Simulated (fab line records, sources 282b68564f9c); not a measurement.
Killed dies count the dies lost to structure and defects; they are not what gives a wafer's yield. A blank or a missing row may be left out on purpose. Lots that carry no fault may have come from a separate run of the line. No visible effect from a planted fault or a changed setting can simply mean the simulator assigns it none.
fab line records	flow ritCmos
[record] lots = 7	wafers = 21	lastDay = 7
route steps=202 shown NSD@138 PSD@142 SDANNEAL@153 M1@202
lots untouched by any fault: they come from a run of this same line in which no faults occurred
startH: hours from the record's opening day to when the first of the lot's shown wafers began	waitH: hours from the lot's prior step to this one	" same as the row above	L1.1+2: several wafers, shown together as one row	- no value, or no start given	* or withheld: withheld	< > ~ a bound
route shown NAME@n: NAME is a module with steps in the file, n the number in the route of the first one	usual: mean/standard deviation of fault-free wafers	same: alike in all rows	chamber/n: place in a boat	sites: each site's reading	_std_site: the values' standard deviation	_edge_site: mean of outer sites minus mean of inner sites	radiusMm: for every site, how far away it sits from the centre of the wafer	mask NAME#n: copy n	behind: the most recent tool/chamber to have shaped the wafer	hold: why the lot went on hold/how many hours it stayed there/how the hold came to an end	device: whichever transistor did not switch (one of n, p or np)	end of line: the tests these same wafers got at the end of their route	step lacking rows: just its recipe	killed: not the wafer's yield, but the dies lost to structure and defects at the first sort	map: the dies of a wafer, with x for killed, . for not killed, _ for no die there
set.NAME: the setting as run; set.NAME@STEP: as run at that earlier step	model.NAME: the simulator's own value behind a step, which no gauge read
certain route steps with their lots: each step a table, each wafer a row
services: the hour from which a tool's chamber was out of use, counted from the record's first day as startH (under 0 if before that day), plus the number of hours and why
[[steps]]
[step RIT_NSD_HARDBAKE_07]
[recipe] resist = NOVOLAK	tempC = 140	timeS = 60
[step RIT_NSD_IMPLANT_08]
[recipe] species = P	energyKev = 25	doseCm2 = 1e+15	tiltDeg = 7
[step RIT_NSD_STRIP_09]
[recipe] chemistry = O2	timeS = 180	resist = NOVOLAK	platenTempC = withheld	powerW = 500	pressureMtorr = 4000	o2FlowSccm = 4000
[usual] drypumpMotorCurrentA = 6.3/0.31	o2FlowSccm = 4001/12
lot.wafer	tool	chamber	startH	waitH	drypumpMotorCurrentA	o2FlowSccm	rfHoursCounterH
L320.3	plasmaAsher-03	1	48.88	0.1	6.3	3996	-
L320.4	"	0	"	"	6.8	3993	-
L320.6	"	0	"	"	6.8	3987	-
L325.2	plasmaAsher-03	1	80.13	0.1	6.3	3991	45
L325.3	"	1	"	"	6.3	4007	-
L325.6	"	0	"	"	6.8	4001	-
L327.1	plasmaAsher-04	1	90.61	0.1	6.2	4018	30
L327.3	"	0	"	"	6.0	3995	-
L327.4	"	1	"	"	6.2	4006	-
L328.2	plasmaAsher-04	1	93.68	0.1	6.2	4000	30
L328.3	"	0	"	"	6.0	4001	-
L328.6	"	1	"	"	6.2	4008	-
L337.4	plasmaAsher-01	0	139.19	0.1	5.6	4031	-
L337.5	"	0	"	"	5.6	4014	-
L337.6	"	1	"	"	6.4	4017	-
L341.1	plasmaAsher-04	1	158.53	0.1	6.2	4020	38
L341.4	"	0	"	"	6.0	4017	-
L341.5	"	0	"	"	6.0	4017	-
L343.1	plasmaAsher-03	1	163.89	0.1	6.3	3992	54
L343.3	"	0	"	"	6.8	4007	-
L343.4	"	1	"	"	6.3	4003	-
[step RIT_NSD_TW_MEAS_10]
[usual] NSD_TW = 3102/16
lot.wafer	tool	chamber	startH	waitH	NSD_TW
L320.3	filmMetro-04	-	49.02	0.1	3096
L320.4	"	-	"	"	3081
L320.6	"	-	"	"	3108
L325.2	filmMetro-03	-	80.32	0.1	3122
L325.3	"	-	"	"	3117
L325.6	"	-	"	"	3108
L327.1	filmMetro-03	-	90.78	0.1	3105
L327.3	"	-	"	"	3109
L327.4	"	-	"	"	3114
L328.2	filmMetro-03	-	93.87	0.1	3093
L328.3	"	-	"	"	3094
L328.6	"	-	"	"	3096
L337.4	filmMetro-03	-	139.34	0.1	3088
L337.5	"	-	"	"	3091
L337.6	"	-	"	"	3077
L341.1	filmMetro-04	-	158.70	0.1	3101
L341.4	"	-	"	"	3105
L341.5	"	-	"	"	3124
L343.1	filmMetro-04	-	164.06	0.1	3108
L343.3	"	-	"	"	3108
L343.4	"	-	"	"	3125
[step RIT_PSD_HMDS_00]
[recipe] primeTimeS = 60	primeTempC = 140
[step RIT_PSD_COAT_01]
[recipe] resist = NOVOLAK	spinRpm = 3250	resistThkNm = 1000
[step RIT_PSD_SOFTBAKE_02]
[recipe] resist = NOVOLAK	tempC = 90	timeS = 60
[step RIT_PSD_EXPOSE_03]
[recipe] maskId = M10	na = 0.57	targetCdNm = 40900	doseMj = 250
[step RIT_PSD_PEB_04]
[recipe] resist = NOVOLAK	tempC = withheld	timeS = withheld
[step RIT_PSD_DEVELOP_05]
[recipe] resist = NOVOLAK	developTimeS = 50	devTempC = 23
[step RIT_PSD_OVL_MEAS_06]
[usual] PSD_OVL = -0.8/1.7
lot.wafer	tool	chamber	startH	waitH	PSD_OVL[nm]
L320.3	overlay-02	-	50.04	-	1.9
L320.4	"	-	"	"	-1.3
L320.6	"	-	"	"	-0.4
L325.2	overlay-01	-	81.22	-	0.5
L325.3	"	-	"	"	-0.1
L325.6	"	-	"	"	0.6
L327.1	overlay-02	-	91.69	-	1.5
L327.3	"	-	"	"	1.8
L327.4	"	-	"	"	1.0
L328.2	overlay-01	-	94.78	-	-1.3
L328.3	"	-	"	"	-0.8
L328.6	"	-	"	"	-0.4
L337.4	overlay-02	-	140.36	-	0.1
L337.5	"	-	"	"	1.9
L337.6	"	-	"	"	0.8
L341.1	overlay-02	-	159.61	-	-2.5
L341.4	"	-	"	"	-1.4
L341.5	"	-	"	"	-1.4
L343.1	overlay-01	-	164.97	-	-1.7
L343.3	"	-	"	"	-1.9
L343.4	"	-	"	"	-2.4
[step RIT_PSD_HARDBAKE_07]
[recipe] resist = NOVOLAK	tempC = 140	timeS = 60
[step RIT_PSD_IMPLANT_08]
[recipe] species = BF2	energyKev = 27	doseCm2 = 5e+15	tiltDeg = 7
[usual] beamEnergyKeV = 27.000/0.0084
lot.wafer	tool	chamber	startH	waitH	beamEnergyKeV	model.implant.rpNm	model.implant.drpNm
L320.3	implanter-01	0	50.27	0.1	27.007	21.91	12.05
L320.4	"	0	"	"	27.002	21.91	12.05
L320.6	"	0	"	"	26.999	21.91	12.05
L325.2	implanter-02	0	81.43	0.1	30.512	23.7	13.13
L325.3	"	0	"	"	30.519	23.7	13.13
L325.6	"	0	"	"	30.519	23.7	13.13
L327.1	implanter-02	0	91.88	0.1	30.515	24.24	13.13
L327.3	"	0	"	"	30.497	24.24	13.13
L327.4	"	0	"	"	30.509	24.24	13.13
L328.2	implanter-02	0	95.08	0.1	30.503	24.04	13.13
L328.3	"	0	"	"	30.498	24.04	13.13
L328.6	"	0	"	"	30.492	24.04	13.13
L337.4	implanter-01	0	140.60	0.1	27.001	22.19	12.05
L337.5	"	0	"	"	27.014	22.19	12.05
L337.6	"	0	"	"	27.013	22.19	12.05
L341.1	implanter-04	0	159.80	0.1	26.999	21.92	12.05
L341.4	"	0	"	"	26.994	21.92	12.05
L341.5	"	0	"	"	27.009	21.92	12.05
L343.1	implanter-02	0	165.16	0.1	26.997	21.42	12.05
L343.3	"	0	"	"	27.005	21.42	12.05
L343.4	"	0	"	"	27.006	21.42	12.05
[step RIT_PSD_STRIP_09]
[recipe] chemistry = O2	timeS = 180	resist = NOVOLAK	platenTempC = withheld	powerW = 500	pressureMtorr = 4000	o2FlowSccm = 4000
[usual] drypumpMotorCurrentA = 6.02/0.25	o2FlowSccm = 4000/12
lot.wafer	tool	chamber	startH	waitH	drypumpMotorCurrentA	o2FlowSccm	rfHoursCounterH
L320.3	plasmaAsher-01	0	50.43	0.1	5.62	4003	-
L320.4	"	1	"	"	6.39	4015	-
L320.6	"	1	"	"	6.41	4015	-
L325.2	plasmaAsher-01	1	81.55	0.1	6.39	3993	47
L325.3	"	0	"	"	5.64	3992	-
L325.6	"	0	"	"	5.65	4007	-
L327.1	plasmaAsher-04	0	92.03	0.1	6.04	4008	30
L327.3	"	0	"	"	6.02	3998	-
L327.4	"	1	"	"	6.20	3999	-
L328.2	plasmaAsher-04	0	95.21	0.1	6.01	4004	30
L328.3	"	0	"	"	6.00	4022	-
L328.6	"	0	"	"	5.99	4018	-
L337.4	plasmaAsher-04	1	140.73	0.1	6.24	4005	-
L337.5	"	0	"	"	6.01	3990	-
L337.6	"	1	"	"	6.20	4000	-
L341.1	plasmaAsher-04	0	159.95	0.1	6.02	3998	38
L341.4	"	1	"	"	6.19	4003	-
L341.5	"	0	"	"	6.00	4000	-
L343.1	plasmaAsher-04	1	165.31	0.1	6.21	3993	38
L343.3	"	0	"	"	6.01	4005	-
L343.4	"	1	"	"	6.20	3986	-
[step RIT_PSD_TW_MEAS_10]
[usual] PSD_TW = 3416/21
lot.wafer	tool	chamber	startH	waitH	PSD_TW
L320.3	filmMetro-03	-	50.56	0.1	3402
L320.4	"	-	"	"	3397
L320.6	"	-	"	"	3412
L325.2	filmMetro-03	-	81.74	0.1	3507
L325.3	"	-	"	"	3493
L325.6	"	-	"	"	3528
L327.1	filmMetro-01	-	92.20	0.1	3534
L327.3	"	-	"	"	3532
L327.4	"	-	"	"	3515
L328.2	filmMetro-01	-	95.39	0.1	3537
L328.3	"	-	"	"	3525
L328.6	"	-	"	"	3504
L337.4	filmMetro-04	-	140.88	0.1	3416
L337.5	"	-	"	"	3408
L337.6	"	-	"	"	3420
L341.1	filmMetro-04	-	160.12	0.1	3423
L341.4	"	-	"	"	3429
L341.5	"	-	"	"	3442
L343.1	filmMetro-04	-	165.48	0.1	3404
L343.3	"	-	"	"	3416
L343.4	"	-	"	"	3431
[step RIT_SDANNEAL_CLEAN_00]
[recipe] chemistry = SC1	mix = 3:3:50	timeS = 600	tempC = 75
[step RIT_SDANNEAL_CLEAN_01]
[recipe] chemistry = dHF	dilution = 50:1	timeS = 30
[step RIT_SDANNEAL_CLEAN_02]
[recipe] chemistry = SC2	mix = 3:3:50	timeS = 600	tempC = 75	dry = n2Spin
[step RIT_SDANNEAL_RTA_03]
[recipe] tempC = 1050	timeS = 5	idleTempC = 600	rampUpCPerS = 342	rampDownCPerS = 171	coolToC = 600	ambient = N2
[usual] wafer_temp_C_max = 1053.6/1.2
lot.wafer	tool	chamber	startH	waitH	wafer_temp_C_max
L320.3	rtpAnneal-01	0	50.99	0.0	1053.8
L320.4	"	0	"	"	1053.0
L320.6	"	0	"	"	1053.9
L325.2	rtpAnneal-02	0	82.17	0.0	1053.4
L325.3	"	0	"	"	1053.5
L325.6	"	0	"	"	1055.1
L327.1	rtpAnneal-02	0	92.63	0.0	1053.5
L327.3	"	0	"	"	1053.4
L327.4	"	0	"	"	1054.0
L328.2	rtpAnneal-01	0	95.82	0.0	1055.8
L328.3	"	0	"	"	1052.8
L328.6	"	0	"	"	1053.8
L337.4	rtpAnneal-02	0	141.32	0.0	1054.2
L337.5	"	0	"	"	1057.1
L337.6	"	0	"	"	1055.1
L341.1	rtpAnneal-02	0	160.55	0.0	1054.4
L341.4	"	0	"	"	1052.9
L341.5	"	0	"	"	1054.1
L343.1	rtpAnneal-01	0	165.93	0.0	1056.1
L343.3	"	0	"	"	1052.8
L343.4	"	0	"	"	1054.2
[step RIT_SDANNEAL_RS_MEAS_04]
[recipe] thkMeasGauge = four-point-probe
[usual] PSD_RS = 115.9/0.33
lot.wafer	tool	chamber	startH	waitH	PSD_RS[ohm/sq]
L320.3	filmMetro-04	-	51.07	0.1	116.4
L320.4	"	-	"	"	116.2
L320.6	"	-	"	"	116.0
L325.2	filmMetro-04	-	82.23	0.1	108.6
L325.3	"	-	"	"	108.6
L325.6	"	-	"	"	108.6
L327.1	filmMetro-01	-	92.69	0.0	109.1
L327.3	"	-	"	"	108.9
L327.4	"	-	"	"	108.9
L328.2	filmMetro-01	-	95.89	0.1	108.6
L328.3	"	-	"	"	108.6
L328.6	"	-	"	"	108.7
L337.4	filmMetro-01	-	141.41	0.1	115.6
L337.5	"	-	"	"	115.8
L337.6	"	-	"	"	115.6
L341.1	filmMetro-03	-	160.61	0.0	116.2
L341.4	"	-	"	"	116.1
L341.5	"	-	"	"	116.8
L343.1	filmMetro-04	-	166.04	0.1	115.9
L343.3	"	-	"	"	116.0
L343.4	"	-	"	"	116.0
[step RIT_SDANNEAL_RS_MEAS_05]
[recipe] thkMeasGauge = four-point-probe
[usual] NSD_RS = 84.50/0.29
lot.wafer	tool	chamber	startH	waitH	NSD_RS[ohm/sq]
L320.3	filmMetro-04	-	51.19	0.1	84.53
L320.4	"	-	"	"	84.61
L320.6	"	-	"	"	84.70
L325.2	filmMetro-04	-	82.35	0.1	84.05
L325.3	"	-	"	"	84.06
L325.6	"	-	"	"	84.12
L327.1	filmMetro-01	-	92.81	0.1	84.35
L327.3	"	-	"	"	84.30
L327.4	"	-	"	"	84.24
L328.2	filmMetro-01	-	96.01	0.1	84.79
L328.3	"	-	"	"	84.65
L328.6	"	-	"	"	84.89
L337.4	filmMetro-01	-	141.53	0.1	84.27
L337.5	"	-	"	"	84.21
L337.6	"	-	"	"	84.34
L341.1	filmMetro-03	-	160.73	0.1	84.99
L341.4	"	-	"	"	84.92
L341.5	"	-	"	"	84.60
L343.1	filmMetro-04	-	166.16	0.1	84.60
L343.3	"	-	"	"	84.55
L343.4	"	-	"	"	84.61
[step RIT_M1_PROBE_99]
[usual] killedAtFrontEnd = 6/3	killedDies = 7/3	killedOpen = 3.1/2	killedShort = 3.4/2
[same] grossDies = 264	killed_at_M0_to_M3 = 0	killed_at_M4_up = 0	killedAtBackSide = 0	killedAtContacts = 0	killedAtOther = 0
lot.wafer	tool	chamber	startH	waitH	killedAtFrontEnd	killedDies	killedOpen	killedShort	model.etest.contactPplus.endOhmUm	model.etest.diodePplusNwell.bvV	model.etest.vpnp.gain	model.etest.diodePplusNwell.cjFfUm2	model.etest.diodePplusComb.cjFfUm2
L320.3	prober-01	-	58.78	0.2	11	11	8	3	43.11	6.777	1.119	1.649	2.003
L320.4	prober-01	-	58.83	0.2	7	7	1	6	42.83	6.622	1.061	1.699	2.006
L320.6	prober-01	-	58.93	0.2	10	10	6	4	43.39	6.801	1.105	1.649	2.003
L325.2	prober-02	-	89.69	0.1	9	9	3	6	41.25	6.665	1.132	1.681	1.969
L325.3	prober-02	-	89.74	0.2	5	5	2	3	41.69	6.634	1.111	1.681	1.974
L325.6	prober-02	-	89.89	0.2	9	9	5	4	41.54	6.693	1.12	1.681	1.97
L327.1	prober-02	-	100.21	0.1	8	8	5	3	40.4	6.736	1.142	1.645	1.955
L327.3	prober-02	-	100.31	0.2	4	4	1	3	40.74	6.777	1.175	1.644	1.954
L327.4	prober-02	-	100.36	0.2	6	6	3	3	40.82	6.76	1.155	1.662	1.96
L328.2	prober-01	-	103.38	0.1	11	11	4	7	39.88	6.713	1.159	1.667	1.964
L328.3	prober-01	-	103.43	0.2	12	12	9	3	41.45	6.701	1.159	1.672	1.962
L328.6	prober-01	-	103.58	0.2	9	9	6	3	41.04	6.778	1.159	1.661	1.961
L337.4	prober-01	-	149.00	0.2	10	10	8	2	43.94	6.699	1.083	1.675	1.978
L337.5	prober-01	-	149.05	0.2	2	2	0	2	43.89	6.753	1.085	1.656	1.981
L337.6	prober-01	-	149.10	0.2	12	12	6	6	44.03	6.641	1.088	1.674	1.976
L341.1	prober-02	-	168.21	0.1	4	4	0	4	44.61	6.647	1.054	1.693	1.99
L341.4	prober-02	-	168.36	0.2	3	3	2	1	44.34	6.658	1.07	1.691	1.983
L341.5	prober-02	-	168.41	0.2	4	4	3	1	43.39	6.601	1.035	1.703	1.992
L343.1	prober-01	-	173.51	0.1	4	4	1	3	45.91	6.434	0.9953	1.761	2.041
L343.3	prober-01	-	173.61	0.2	4	4	1	3	47.23	6.49	0.9766	1.759	2.034
L343.4	prober-01	-	173.66	0.2	5	5	1	4	45.96	6.585	1.018	1.706	2.029
// killed by level:class
L320.3 FOX1:geometricParticle:short=3 SPACER:geometricParticle:open=3 FOX1:geometricParticle:open=2 FOX2:geometricParticle:open=1 GATE:geometricParticle:open=1 SILICIDE:geometricParticle:open=1
L320.4 GATE:geometricParticle:short=4 FOX1:geometricParticle:short=1 FOX1:geometricParticle:open=1 SPACER:geometricParticle:short=1
L320.6 GATE:geometricParticle:open=4 GATE:geometricParticle:short=3 FOX2:geometricParticle:open=1 REOX:geometricParticle:short=1 SILICIDE:geometricParticle:open=1
L325.2 FOX1:geometricParticle:short=2 GATE:geometricParticle:open=2 SPACER:geometricParticle:short=2 ACTIVE:geometricParticle:short=1 FOX2:geometricParticle:short=1 SILICIDE:geometricParticle:open=1
L325.3 FOX1:geometricParticle:open=1 GATE:geometricParticle:short=1 REOX:geometricParticle:short=1 SPACER:geometricParticle:open=1 SILICIDE:geometricParticle:short=1
L325.6 GATE:geometricParticle:short=3 FOX2:geometricParticle:open=2 SPACER:geometricParticle:open=2 FOX1:geometricParticle:short=1 GATE:geometricParticle:open=1
L327.1 REOX:geometricParticle:short=2 FOX2:geometricParticle:open=1 GATE:geometricParticle:open=1 REOX:geometricParticle:open=1 SPACER:geometricParticle:open=1 SILICIDE:geometricParticle:open=1 SILICIDE:geometricParticle:short=1
L327.3 SPACER:geometricParticle:short=2 REOX:geometricParticle:open=1 SILICIDE:geometricParticle:short=1
L327.4 SPACER:geometricParticle:open=2 FOX2:geometricParticle:short=1 GATE:geometricParticle:short=1 SILICIDE:geometricParticle:short=1 SILICIDE:geometricParticle:open=1
L328.2 GATE:geometricParticle:short=3 FOX1:geometricParticle:open=2 FOX1:geometricParticle:short=2 SPACER:geometricParticle:short=2 SILICIDE:geometricParticle:open=2
L328.3 GATE:geometricParticle:open=5 SPACER:geometricParticle:open=2 FOX2:geometricParticle:open=1 GATE:geometricParticle:short=1 REOX:geometricParticle:short=1 REOX:geometricParticle:open=1 SILICIDE:geometricParticle:short=1
L328.6 GATE:geometricParticle:open=2 SILICIDE:geometricParticle:short=2 FOX1:geometricParticle:short=1 FOX2:geometricParticle:open=1 REOX:geometricParticle:open=1 SPACER:geometricParticle:open=1 SILICIDE:geometricParticle:open=1
L337.4 FOX1:geometricParticle:open=3 GATE:geometricParticle:short=2 SILICIDE:geometricParticle:open=2 FOX2:geometricParticle:open=1 GATE:geometricParticle:open=1 REOX:geometricParticle:open=1
L337.5 REOX:geometricParticle:short=2
L337.6 FOX1:geometricParticle:short=3 REOX:geometricParticle:open=3 GATE:geometricParticle:short=2 SILICIDE:geometricParticle:open=2 GATE:geometricParticle:open=1 REOX:geometricParticle:short=1
L341.1 REOX:geometricParticle:short=2 SPACER:geometricParticle:short=1 SILICIDE:geometricParticle:short=1
L341.4 FOX1:geometricParticle:open=1 FOX2:geometricParticle:open=1 SPACER:geometricParticle:short=1
L341.5 FOX2:geometricParticle:open=2 GATE:geometricParticle:short=1 REOX:geometricParticle:open=1
L343.1 GATE:geometricParticle:short=2 REOX:geometricParticle:open=1 REOX:geometricParticle:short=1
L343.3 GATE:geometricParticle:short=2 FOX1:geometricParticle:short=1 GATE:geometricParticle:open=1
L343.4 GATE:geometricParticle:short=4 FOX2:geometricParticle:open=1
[[services]]
tool	chamber	startH	hours	kind
implanter-01	-	30.53	3.9	pm
implanter-02	-	34.70	0.8	repair
plasmaAsher-03	-	56.59	2.4	repair
implanter-04	-	76.29	4.6	pm
implanter-01	-	97.06	5.9	repair
implanter-02	-	101.02	1.8	repair
plasmaAsher-01	-	108.75	9.0	pm
plasmaAsher-01	0	108.75	9.0	ventCycle
plasmaAsher-01	1	108.75	9.0	ventCycle
plasmaAsher-01	0	117.75	-	clean
plasmaAsher-01	1	117.75	-	clean
implanter-04	-	161.84	0.6	repair
plasmaAsher-04	-	162.32	2.8	pm
[[key]]
[firstSign] step = RIT_PSD_IMPLANT_08	reading = beamEnergyKeV	direction = up	sigmas = 99+	usual = 27.000	struck = 30.507
[effect] step = RIT_PSD_TW_MEAS_10	reading = PSD_TW	direction = up	sigmas = 5	usual = 3416	struck = 3519
[effect] step = RIT_SDANNEAL_RS_MEAS_04	reading = PSD_RS	direction = down	sigmas = 22	usual = 115.9	struck = 108.7
[modelEffect] step = RIT_PSD_IMPLANT_08	value = implant.rpNm	without = 21.76	struck = 23.99
[modelEffect] step = RIT_M1_PROBE_99	value = etest.contactPplus.endOhmUm	without = 44.04	struck = 40.98
metAt RIT_PSD_IMPLANT_08
struckWafers L325.2,L325.3,L325.6,L327.1,L327.3,L327.4,L328.2,L328.3,L328.6
testerLeftOut L325,L327,L328
[fault] kind = processParameterDrift	tool = implanter-02	chamber = -	onsetH = 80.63	steps = RIT_PSD_IMPLANT_08	channel = energyKev	offset = 3.51	shape = step	endH = 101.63	actsIn = theseRecipesOnly	stated = 27
// testerLeftOut: of these lots the tester's yield and bins aren't shown, on N5 and GAA mostly nor the transistor test; their killed dies are dies lost to structure and defects alone, not to doping, threshold or leakage, so they don't give the yield
